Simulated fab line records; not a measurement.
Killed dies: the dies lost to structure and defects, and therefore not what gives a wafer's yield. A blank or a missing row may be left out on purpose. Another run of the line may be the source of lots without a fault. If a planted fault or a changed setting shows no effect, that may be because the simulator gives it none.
Lot-split experiment / flow rit cmos / 5 lots, 23 wafers read, on a route of 202 steps

ABOUT THE SPLIT
At RIT_NRETRO_COAT_01 (resist thk 1300 nm), the setting resist thk nm was moved away from the recipe's 1300 nm on 9 of the 23 wafers read, by -2.4% to +5.8%. All remaining wafers had this setting at the recipe value.

FROM THE SPLIT TO THE READING: what the file shows between them, 3 steps
- RIT_NRETRO_SOFTBAKE_02: time 60 s
- RIT_NRETRO_EXPOSE_03: exposes mask M4, target cd 43900 nm
- RIT_NRETRO_DEVELOP_05: develop time 68 s

THE READING
NOVOLAK_of_NRETRO_COAT_01.thk nm (the simulator's own value, which no gauge read), in nm, at RIT_NRETRO_HARDBAKE_07 (time 120 s). The file gives no usual value for it. Across the 14 wafers here that went through the recipe, the average is 1136 nm and the standard deviation 2.5 nm.

wafer=L077.2; tool, chamber at the split=litho track-02, 0; resist thk nm as run, nm=1300; against the recipe=recipe; NOVOLAK_of_NRETRO_COAT_01.thk nm, nm=1132; against lot-mates on the recipe=-
wafer=L077.3; tool, chamber at the split=litho track-02, 0; resist thk nm as run, nm=1300; against the recipe=recipe; NOVOLAK_of_NRETRO_COAT_01.thk nm, nm=1136; against lot-mates on the recipe=-
wafer=L077.5; tool, chamber at the split=litho track-02, 0; resist thk nm as run, nm=1300; against the recipe=recipe; NOVOLAK_of_NRETRO_COAT_01.thk nm, nm=1135; against lot-mates on the recipe=-
wafer=L078.1; tool, chamber at the split=litho track-03, 0; resist thk nm as run, nm=1300; against the recipe=recipe; NOVOLAK_of_NRETRO_COAT_01.thk nm, nm=1134; against lot-mates on the recipe=-
wafer=L078.3; tool, chamber at the split=litho track-03, 0; resist thk nm as run, nm=1300; against the recipe=recipe; NOVOLAK_of_NRETRO_COAT_01.thk nm, nm=1137; against lot-mates on the recipe=-
wafer=L078.4; tool, chamber at the split=litho track-03, 0; resist thk nm as run, nm=1300; against the recipe=recipe; NOVOLAK_of_NRETRO_COAT_01.thk nm, nm=1136; against lot-mates on the recipe=-
wafer=L078.5; tool, chamber at the split=litho track-03, 0; resist thk nm as run, nm=1332; against the recipe=+2.5%; NOVOLAK_of_NRETRO_COAT_01.thk nm, nm=1160; against lot-mates on the recipe=+24
wafer=L078.6; tool, chamber at the split=litho track-03, 0; resist thk nm as run, nm=1332; against the recipe=+2.5%; NOVOLAK_of_NRETRO_COAT_01.thk nm, nm=1160; against lot-mates on the recipe=+24
wafer=L082.1; tool, chamber at the split=litho track-02, 0; resist thk nm as run, nm=1269; against the recipe=-2.4%; NOVOLAK_of_NRETRO_COAT_01.thk nm, nm=1110; against lot-mates on the recipe=-29
wafer=L082.2; tool, chamber at the split=litho track-02, 0; resist thk nm as run, nm=1269; against the recipe=-2.4%; NOVOLAK_of_NRETRO_COAT_01.thk nm, nm=1110; against lot-mates on the recipe=-29
wafer=L082.3; tool, chamber at the split=litho track-02, 0; resist thk nm as run, nm=1300; against the recipe=recipe; NOVOLAK_of_NRETRO_COAT_01.thk nm, nm=1141; against lot-mates on the recipe=-
wafer=L082.4; tool, chamber at the split=litho track-02, 0; resist thk nm as run, nm=1300; against the recipe=recipe; NOVOLAK_of_NRETRO_COAT_01.thk nm, nm=1140; against lot-mates on the recipe=-
wafer=L082.6; tool, chamber at the split=litho track-02, 0; resist thk nm as run, nm=1300; against the recipe=recipe; NOVOLAK_of_NRETRO_COAT_01.thk nm, nm=1137; against lot-mates on the recipe=-
wafer=L083.2; tool, chamber at the split=litho track-03, 0; resist thk nm as run, nm=1376; against the recipe=+5.8%; NOVOLAK_of_NRETRO_COAT_01.thk nm, nm=1200; against lot-mates on the recipe=+66
wafer=L083.3; tool, chamber at the split=litho track-03, 0; resist thk nm as run, nm=1376; against the recipe=+5.8%; NOVOLAK_of_NRETRO_COAT_01.thk nm, nm=1198; against lot-mates on the recipe=+64
wafer=L083.4; tool, chamber at the split=litho track-03, 0; resist thk nm as run, nm=1376; against the recipe=+5.8%; NOVOLAK_of_NRETRO_COAT_01.thk nm, nm=1204; against lot-mates on the recipe=+70
wafer=L083.5; tool, chamber at the split=litho track-03, 0; resist thk nm as run, nm=1300; against the recipe=recipe; NOVOLAK_of_NRETRO_COAT_01.thk nm, nm=1134; against lot-mates on the recipe=-
wafer=L083.6; tool, chamber at the split=litho track-03, 0; resist thk nm as run, nm=1300; against the recipe=recipe; NOVOLAK_of_NRETRO_COAT_01.thk nm, nm=1133; against lot-mates on the recipe=-
wafer=L085.1; tool, chamber at the split=litho track-02, 0; resist thk nm as run, nm=1300; against the recipe=recipe; NOVOLAK_of_NRETRO_COAT_01.thk nm, nm=1139; against lot-mates on the recipe=-
wafer=L085.2; tool, chamber at the split=litho track-02, 0; resist thk nm as run, nm=1300; against the recipe=recipe; NOVOLAK_of_NRETRO_COAT_01.thk nm, nm=1136; against lot-mates on the recipe=-
wafer=L085.5; tool, chamber at the split=litho track-02, 0; resist thk nm as run, nm=1300; against the recipe=recipe; NOVOLAK_of_NRETRO_COAT_01.thk nm, nm=1136; against lot-mates on the recipe=-
wafer=L085.4; tool, chamber at the split=litho track-02, 0; resist thk nm as run, nm=1333; against the recipe=+2.5%; NOVOLAK_of_NRETRO_COAT_01.thk nm, nm=1163; against lot-mates on the recipe=+26
wafer=L085.6; tool, chamber at the split=litho track-02, 0; resist thk nm as run, nm=1333; against the recipe=+2.5%; NOVOLAK_of_NRETRO_COAT_01.thk nm, nm=1166; against lot-mates on the recipe=+29

FIT RESULTS
A straight line over all 23 wafers: NOVOLAK_of_NRETRO_COAT_01.thk nm changes by +11 nm for each +1% of resist thk nm; r = +1.00; the points scatter about the line by 2.5 nm.
The same after taking each lot's own level away (the mean of its wafers on the recipe; 23 wafers): +11.5 nm for each +1%; r = +1.00; scatter 2 nm.
That fit puts the effect of the largest move of resist thk nm on the reading at 67 nm.
The lots' own levels span 1133.5 to 1139.3 nm, that is 2.4 times the standard deviation above.
Consequently the slope shifts little with the lot-to-lot level, the two slopes agreeing.
Check: with one of the wafers moved furthest among these (+5.8%) left out of the fit, the line predicts +66.3 nm for it against its lot-mates. It came out at +66.5 nm against them.

OTHER SPLITS ON THESE WAFERS
These wafers also went through other splits before the reading. Each is held against what the fit with the lots' levels taken away leaves over:
other split on the same wafers=RIT_ACTIVE_SOFTBAKE_07 time s; wafers away from the commonest value=5; r with NOVOLAK_of_NRETRO_COAT_01.thk nm (lot level and that fit taken away)=+0.00
other split on the same wafers=RIT_NWELL_COAT_01 spin rpm; wafers away from the commonest value=5; r with NOVOLAK_of_NRETRO_COAT_01.thk nm (lot level and that fit taken away)=+0.18
other split on the same wafers=RIT_NWELL_IMPLANT_08 dose cm2; wafers away from the commonest value=9; r with NOVOLAK_of_NRETRO_COAT_01.thk nm (lot level and that fit taken away)=-0.09
other split on the same wafers=RIT_PWELL_IMPLANT_08 energy kev; wafers away from the commonest value=9; r with NOVOLAK_of_NRETRO_COAT_01.thk nm (lot level and that fit taken away)=-0.43

THE WHOLE CHAIN: every reading that the file lists as answering this split, in the file's order
step=RIT_NRETRO_COAT_01; what it does=resist thk 1300 nm; reading=NOVOLAK_of_NRETRO_COAT_01.thk nm (the simulator's own value, which no gauge read); change (the file's fit)=+13.1 nm for each +1% of the setting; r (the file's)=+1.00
step=RIT_NRETRO_HARDBAKE_07; what it does=time 120 s; reading=NOVOLAK_of_NRETRO_COAT_01.thk nm (the simulator's own value, which no gauge read); change (the file's fit)=+11.3 nm for each +1% of the setting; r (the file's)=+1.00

FILE'S OWN FIT
NOVOLAK_of_NRETRO_COAT_01.thk nm changes by +11.3 nm for each +1% of resist thk nm, r = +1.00.
